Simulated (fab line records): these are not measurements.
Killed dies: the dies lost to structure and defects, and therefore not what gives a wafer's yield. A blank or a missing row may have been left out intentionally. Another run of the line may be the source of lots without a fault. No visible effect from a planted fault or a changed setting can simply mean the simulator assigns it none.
Split-lot trial	flow ritCmos	5 lots, 23 wafers read, on a route of 202 steps

## ON THE SPLIT
At RIT_ACTIVE_EXPOSE_08 (exposes mask M1, target cd 1400 nm), the setting doseMj was moved away from the recipe's 225 on 8 of the 23 wafers read, by -4.8% to -3.3%. The other wafers ran this setting at the recipe's value.

## FROM THE SPLIT TO THE READING: what the file shows between them, 5 steps
- RIT_ACTIVE_PEB_09
- RIT_ACTIVE_DEVELOP_10: develop time 50 s
- RIT_ACTIVE_CD_MEAS_11: target cd 1400 nm
- RIT_ACTIVE_ETCH_13: etches Si3N4 in SF6, stops on SiO2, time 210 s, target depth 210 nm (also split here: pressureMtorr)
- RIT_ACTIVE_STRIP_14: strips in O2, time 180 s

## THE READING
cdNm (nm) at RIT_ACTIVE_CD_MEAS_90, where the cd target is 1400 nm. Fault-free wafers of this fab line usually give 1400.0 nm, standard deviation 2.1 nm.

wafer	tool, chamber at the split	doseMj as run	against the recipe	cdNm, nm	against lot-mates on the recipe
L074.1	ilineStepper-01, 0	225	recipe	1396.9	-
L074.2	ilineStepper-01, 0	214.2	-4.8%	1414.1	+16.8
L074.3	ilineStepper-01, 0	225	recipe	1397.6	-
L074.5	ilineStepper-01, 0	214.2	-4.8%	1413.6	+16.3
L074.6	ilineStepper-01, 0	214.2	-4.8%	1415.4	+18.2
L078.1	ilineStepper-02, 0	225	recipe	1397.0	-
L078.3	ilineStepper-02, 0	225	recipe	1397.0	-
L078.4	ilineStepper-02, 0	225	recipe	1399.4	-
L078.5	ilineStepper-02, 0	225	recipe	1396.9	-
L078.6	ilineStepper-02, 0	225	recipe	1397.8	-
L079.1	ilineStepper-02, 0	225	recipe	1402.1	-
L079.4	ilineStepper-02, 0	225	recipe	1401.5	-
L079.5	ilineStepper-02, 0	225	recipe	1400.5	-
L082.2	ilineStepper-01, 0	216.1	-4.0%	1413.5	+13.5
L082.3	ilineStepper-01, 0	216.1	-4.0%	1412.1	+12.0
L082.4	ilineStepper-01, 0	225	recipe	1400.1	-
L082.5	ilineStepper-01, 0	216.1	-4.0%	1409.6	+9.5
L082.6	ilineStepper-01, 0	225	recipe	1400.0	-
L085.1	ilineStepper-02, 0	217.5	-3.3%	1409.9	+11.3
L085.2	ilineStepper-02, 0	225	recipe	1398.3	-
L085.3	ilineStepper-02, 0	225	recipe	1398.8	-
L085.4	ilineStepper-02, 0	217.5	-3.3%	1409.6	+11.0
L085.6	ilineStepper-02, 0	225	recipe	1398.8	-

THE FIT
A straight line over all 23 wafers: cdNm changes by -3.25 nm for each +1% of doseMj; r = -0.97; the points scatter about the line by 1.6 nm.
The same after taking each lot's own level away (the mean of its wafers on the recipe; 23 wafers): -3.33 nm for each +1%; r = -0.99; scatter 1.1 nm.
On that fit, the largest move of doseMj shifts the reading by 16 nm.
Measured against the standard deviation above, the lots' own levels, which go from 1397.25 to 1401.37 nm, span 2.0 times it.
Hence the lot-to-lot level has little effect on the slope; both slopes agree.
Check: with one of the wafers moved furthest among these (-4.8%) left out of the fit, the line predicts +15.8 nm for it against its lot-mates. It came out at +16.8 nm against them.

## OTHER SPLITS APPLIED TO THESE WAFERS
These wafers also went through other splits before the reading. Each is held against what the fit with the lots' levels taken away leaves over:
other split on the same wafers	wafers away from the commonest value	r with cdNm (lot level and that fit taken away)
RIT_ACTIVE_OXIDATION_01 tempC	10	+0.01
RIT_ACTIVE_ETCH_13 pressureMtorr	18	+0.25

## THE WHOLE CHAIN: every reading that the file lists as answering this split, in the file's order
step	what it does	reading	change (the file's fit)	r (the file's)
RIT_ACTIVE_DEVELOP_10	develop time 50 s	ACTIVE.cdNm (the simulator's own value, which no gauge read)	-3.32 nm for each +1% of the setting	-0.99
RIT_ACTIVE_CD_MEAS_11	target cd 1400 nm	cdNm	-3.35 nm for each +1% of the setting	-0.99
RIT_ACTIVE_CD_MEAS_90	target cd 1400 nm	cdNm	-3.32 nm for each +1% of the setting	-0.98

## THE FILE'S OWN FIT
cdNm changes by -3.32 nm for each +1% of doseMj, r = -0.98.
